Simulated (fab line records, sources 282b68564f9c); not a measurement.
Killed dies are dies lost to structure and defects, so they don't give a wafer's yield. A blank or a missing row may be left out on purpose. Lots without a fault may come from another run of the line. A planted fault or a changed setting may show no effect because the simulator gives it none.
A struck lot beside a sound one | flow rit_cmos | 44 steps out of a route of 202
Sound: wafers L737.1, L737.4, L737.6. Struck: wafers L745.1, L745.2, L745.4. The cause comes at the end.
At each step with rows: each side's tool, then ch and its chambers, then its first start. Under that, the readings that differ: sound wafers | struck wafers | difference of the means | sigmas: that difference in standard deviations of wafers without a fault.
alike: readings whose means differ by less than 2 such deviations, and words and numbers that are the same on both sides. not compared: withheld readings, readings that some wafer has no value for, bounds like >300 that may hide the same value, and numbers for which the record gives no deviation and whose values overlap.
The two part at a step that has a row with sigmas, a row that says differs or no value, or rows on one side only. Numbers that don't overlap but have no deviation are shown without sigmas and don't part them. A reading that every wafer of one side lacks parts them only if that side has two wafers or more.

first, 2 steps without rows for these wafers: RIT_NRETRO_HARDBAKE_07 (time 120 s); RIT_NRETRO_IMPLANT_08.
RIT_NRETRO_STRIP_09: strips in O2, time 180 s.
  sound on plasma_asher-02 ch 0,1, day 2 20:58; struck on plasma_asher-03 ch 0,1, day 4 13:40
  alike: drypump_motor_current_A
  not compared: rf_hours_counter_h
RIT_NRETRO_TW_MEAS_10:
  sound on film_metro-03, day 2 21:08; struck on film_metro-01, day 4 13:50
  alike: NRETRO_TW
then, 6 steps without rows for these wafers: RIT_PRETRO_HMDS_00 (prime time 60 s); RIT_PRETRO_COAT_01 (resist thk 1300 nm); RIT_PRETRO_SOFTBAKE_02 (time 60 s); RIT_PRETRO_EXPOSE_03 (exposes mask M5, target cd 43700 nm); RIT_PRETRO_PEB_04; RIT_PRETRO_DEVELOP_05 (develop time 68 s).
RIT_PRETRO_OVL_MEAS_06:
  sound on overlay-02, day 2 22:05; struck on overlay-01, day 4 14:47
  alike: PRETRO_OVL
then, 1 step without rows for these wafers: RIT_PRETRO_HARDBAKE_07 (time 120 s).
RIT_PRETRO_IMPLANT_08:
  sound on implanter-03 ch 0, day 2 22:22; struck on implanter-01 ch 0, day 4 15:10
  reading                   | sound             | struck            | difference | sigmas
  implant_ion_amu           | 11 11 11          | 49 49 49          | +38        |
  model.implant.rp_nm (nm)  | 147.6 147.6 147.6 | 32.83 32.83 32.83 | -114.77    |
  model.implant.drp_nm (nm) | 55.07 55.07 55.07 | 17.23 17.23 17.23 | -37.84     |
  alike: beam_energy_keV, end_station_pressure_torr
RIT_PRETRO_STRIP_09: strips in O2, time 180 s.
  sound on plasma_asher-01 ch 0,1, day 2 22:31; struck on plasma_asher-04 ch 0,1, day 4 15:19
  alike: drypump_motor_current_A
  not compared: rf_hours_counter_h
RIT_PRETRO_TW_MEAS_10:
  sound on film_metro-01, day 2 22:41; struck on film_metro-02, day 4 15:29
  reading   | sound             | struck            | difference | sigmas
  PRETRO_TW | 480.7 478.9 481.1 | 780.0 779.4 785.7 | +301.5     | +99 or more
then, 5 steps without rows for these wafers: RIT_GATE_WET_ETCH_00 (etches SiO2 in BOE, target depth 56 nm, time 60 s); RIT_GATE_CLEAN_01 (cleans in SC1, time 600 s); RIT_GATE_CLEAN_02 (cleans in dHF, time 30 s); RIT_GATE_CLEAN_03 (cleans in SC2, time 600 s); RIT_GATE_CLEAN_04 (cleans in dHF, time 60 s).
RIT_FOX2_THK_MEAS_91:
  sound on film_metro-02, day 2 23:13; struck on film_metro-02, day 4 16:00
  reading                     | sound       | struck      | difference | sigmas
  FIELD_OXIDE_LEFT_2_THK (nm) | 263 259 263 | 240 242 244 | -20        | -3
then, 2 steps without rows for these wafers: RIT_GATE_OXIDATION_05 (target thk 3 nm, ox time 270 s); RIT_GATE_ANNEAL_06 (time 600 s).
RIT_GATE_THK_MEAS_07:
  sound on film_metro-03, day 3 00:36; struck on film_metro-03, day 4 17:23
  alike: GATE_OXIDE_THK
then, 1 step without rows for these wafers: RIT_GATE_CVD_08 (deposits poly-Si from SiH4, target thk 250 nm, time 2220 s).
RIT_GATE_THK_MEAS_09:
  sound on film_metro-03, day 3 02:16; struck on film_metro-03, day 4 19:04
  alike: GATE_POLY_THK
then, 6 steps without rows for these wafers: RIT_GATE_HMDS_10 (prime time 60 s); RIT_GATE_COAT_11 (resist thk 850 nm); RIT_GATE_SOFTBAKE_12 (time 60 s); RIT_GATE_EXPOSE_13 (exposes mask M6, target cd 150 nm); RIT_GATE_PEB_14; RIT_GATE_DEVELOP_15 (develop time 50 s).
RIT_GATE_CD_MEAS_16: target cd 150 nm.
  sound on cd_sem-01, day 3 03:11; struck on cd_sem-01, day 4 19:58
  alike: cd_nm
RIT_GATE_OVL_MEAS_17:
  sound on overlay-02, day 3 03:18; struck on overlay-01, day 4 20:05
  alike: GATE_OVL
then, 1 step without rows for these wafers: RIT_GATE_HARDBAKE_18 (time 60 s).
RIT_GATE_ETCH_19: etches poly-Si in SF6/CHF3/O2, stops on SiO2, time 165 s, target depth 312.5 nm.
  sound on rie_si-02 ch 0,1, day 3 03:29; struck on rie_si-02 ch 1,2,3, day 4 20:21
  alike: O2_flow_sccm, drypump_motor_current_A, oes_product_au, throttle_valve_pct
  not compared: rf_hours_counter_h
RIT_GATE_STRIP_20: strips in O2, time 180 s.
  sound on plasma_asher-01 ch 0,1, day 3 03:36; struck on plasma_asher-03 ch 0,1, day 4 20:27
  alike: drypump_motor_current_A
  not compared: rf_hours_counter_h
RIT_GATE_CD_MEAS_90: target cd 150 nm.
  sound on cd_sem-01, day 3 03:46; struck on cd_sem-01, day 4 20:38
  alike: cd_nm
then, 4 steps without rows for these wafers: RIT_REOX_CLEAN_00 (cleans in SC1, time 600 s); RIT_REOX_CLEAN_01 (cleans in dHF, time 30 s); RIT_REOX_CLEAN_02 (cleans in SC2, time 600 s); RIT_REOX_OXIDATION_03 (target thk 25.2 nm, ox time 5580 s).
RIT_M1_METAL_ETCH_12: etches Al in Cl2/BCl3, stops on SiO2, time 165 s, target depth 600 nm.
  sound on rie_metal-02 ch 0,1, day 3 21:00; struck on rie_metal-03 ch 0,1, day 5 13:35
  alike: drypump_motor_current_A, oes_product_au, throttle_valve_pct
  not compared: rf_hours_counter_h, model.M1.cd_nm
RIT_M1_PROBE_99:
  sound on prober-01, day 3 23:16; struck on prober-01, day 5 16:30
  alike: killed_at_front_end, killed_dies, killed_open, killed_short

WHERE THEY PART
First at RIT_PRETRO_TW_MEAS_10; last, within this record, at RIT_FOX2_THK_MEAS_91. Later steps at which nothing parts them and some readings are alike: RIT_GATE_THK_MEAS_07, RIT_GATE_THK_MEAS_09, RIT_GATE_CD_MEAS_16, RIT_GATE_OVL_MEAS_17, RIT_GATE_ETCH_19, RIT_GATE_STRIP_20, RIT_GATE_CD_MEAS_90, RIT_M1_METAL_ETCH_12, RIT_M1_PROBE_99.

WHY: what the simulator had put in
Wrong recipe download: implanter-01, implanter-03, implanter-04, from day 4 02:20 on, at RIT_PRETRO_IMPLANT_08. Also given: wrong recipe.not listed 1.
